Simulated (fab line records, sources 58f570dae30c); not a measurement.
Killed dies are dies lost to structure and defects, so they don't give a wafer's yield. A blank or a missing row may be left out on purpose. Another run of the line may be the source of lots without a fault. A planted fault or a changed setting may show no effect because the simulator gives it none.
Which tool was responsible? + flow berkeley-cmos170 + 15 lots with 45 wafers sampled at 2 steps, on a route of 331 steps

WHAT THE GAUGES READ, wafer by wafer
UCB170_PSD_OVL_MEAS_07. Usual: PSD_OVL typically reads -1 nm, with standard deviation 5.2.
| lot  | measured     | on         | PSD_OVL (nm) | flag |
|------|--------------|------------|--------------|------|
| L536 | day 5 18:19  | overlay-01 | -2 -5 -9     |      |
| L538 | day 6 10:50  | overlay-02 | 12 7 7       |      |
| L539 | day 7 02:03  | overlay-01 | 1 0 -6       |      |
| L540 | day 7 02:44  | overlay-01 | 4 -2 -2      |      |
| L543 | day 7 13:43  | overlay-01 | 10 2 5       |      |
| L544 | day 8 11:29  | overlay-02 | -11 -1 -6    |      |
| L547 | day 8 15:46  | overlay-01 | -1 1 2       |      |
| L548 | day 8 20:40  | overlay-01 | -7 -2 -3     |      |
| L551 | day 9 12:50  | overlay-02 | -9 -2 -2     |      |
| L550 | day 9 12:57  | overlay-02 | 8 9 6        |      |
| L553 | day 9 23:06  | overlay-02 | -6 -9 -7     |      |
| L552 | day 9 23:22  | overlay-01 | 0 4 -4       |      |
| L558 | day 11 00:50 | overlay-01 | -8 -1 -6     |      |
| L557 | day 11 01:02 | overlay-02 | -6 -3 -6     |      |
| L559 | day 11 06:50 | overlay-02 | -1 -1 -2     |      |

UCB170_SILICIDE_RS_MEAS_02: measurement is done with a four-point probe. Usual: SILICIDE_TI_RS typically reads 26.0 ohm/sq, with standard deviation 0.35.
| lot  | measured     | on            | SILICIDE_TI_RS (ohm/sq) | flag |
|------|--------------|---------------|-------------------------|------|
| L536 | day 6 01:39  | film-metro-03 | 26.1 25.9 26.2          |      |
| L538 | day 6 15:05  | film-metro-04 | 25.5 25.8 26.0          |      |
| L539 | day 7 05:42  | film-metro-04 | 26.2 25.9 26.0          |      |
| L540 | day 7 06:23  | film-metro-03 | 25.1 25.5 25.5          |      |
| L543 | day 7 17:20  | film-metro-04 | 25.7 25.9 25.5          |      |
| L544 | day 8 15:22  | film-metro-03 | 26.1 25.9 25.8          |      |
| L547 | day 8 20:45  | film-metro-03 | 26.3 25.5 25.6          |      |
| L548 | day 9 00:37  | film-metro-03 | 25.9 26.2 26.2          |      |
| L551 | day 9 17:46  | film-metro-04 | 26.6 26.7 26.6          |      |
| L550 | day 9 17:33  | film-metro-03 | 26.3 26.2 26.0          |      |
| L553 | day 10 05:39 | film-metro-03 | 25.6 26.2 26.3          |      |
| L552 | day 10 05:38 | film-metro-04 | 26.2 25.9 26.3          |      |
| L558 | day 11 08:44 | film-metro-04 | 25.4 26.1 25.6          |      |
| L557 | day 11 08:43 | film-metro-03 | 25.6 25.6 25.3          |      |
| L559 | day 11 11:42 | film-metro-03 | 25.4 25.5 25.8          |      |

WHICH TOOL RAN EACH LOT (tool, then ch and the chambers of the sampled wafers, then the start)
No process step before these readings appears in the record.

AS READ BY THE TOOLS THEMSELVES (means over the sampled wafers that have a number; for cases with no such wafer, the mark the record gives instead)
The record holds no such reading with a usual standard deviation.

THE ANSWER, worked out from the rows above alone
Rule: a lot counts as off when the mean over its wafers that have a number is more than 3 standard deviations away from the usual mean. A lot without any number at a reading at which 4 lots or more have one is off too. The other lots that the step has rows for count as sound. The gauges are gone through in route order, then the tools' own readings, and for those a lot's mean is taken as printed above. The first step at which some lot is off is used, and at that step the reading that is off furthest; a lot without a number counts as furthest.
Nothing can be told from this: no lot is off at any reading shown.

WHAT HAD BEEN PUT IN BY THE SIMULATOR
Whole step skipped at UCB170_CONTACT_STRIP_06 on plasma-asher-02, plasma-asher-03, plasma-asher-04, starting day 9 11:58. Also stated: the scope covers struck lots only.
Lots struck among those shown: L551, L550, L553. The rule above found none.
